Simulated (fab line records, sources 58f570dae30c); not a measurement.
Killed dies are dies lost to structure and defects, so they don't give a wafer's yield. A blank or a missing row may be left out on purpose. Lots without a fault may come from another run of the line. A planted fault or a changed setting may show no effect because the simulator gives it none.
Chamber matching | flow berkeley_cmos170 | UCB170_SPACER_ETCHBACK_03 on rie_diel-03: 4 sister chambers
The step etches SiO2 in CHF3/CF4/Ar, stops on Si, target depth 376 nm, time 100 s. 4 wafers are shown with their chamber, then 6 later ones without.

WAFERS WITH THEIR CHAMBER
wafer  | chamber | throttle_valve_pct (%)
L739.4 | 2       | 6.27
L741.3 | 3       | 6.55
L741.5 | 0       | 6.38
L741.6 | 1       | 6.64

WAFERS WITHOUT THEIR CHAMBER
wafer  | throttle_valve_pct (%)
L744.3 | 6.58
L744.5 | 6.62
L744.6 | 6.26
L749.2 | 6.66
L749.5 | 6.25
L749.6 | 6.66

WHICH CHAMBER EACH WENT THROUGH
wafer  | from the rows above     | in truth
L744.3 | can't be placed: 3 or 1 | 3
L744.5 | 1                       | 1
L744.6 | 2                       | 2
L749.2 | 1                       | 1
L749.5 | 2                       | 2
L749.6 | 1                       | 1
Placed correctly: 5 of 6. Can't be placed from these rows: 1 (the true chamber is among the candidates in 1). Placed wrongly: 0.
How it was worked out, from the rows above alone: a wafer's distance from a chamber is the root of the sum, over the readings, of the square of ((its reading less the chamber's mean) divided by the reading's scatter). The wafer belongs to the nearest chamber; if the next one is less than 2 further off, it can't be placed. A chamber's mean is the mean of its shown wafers. The scatter: with one shown wafer a chamber, the root of the mean of the squares of how far each hidden wafer lies from its nearest shown one.
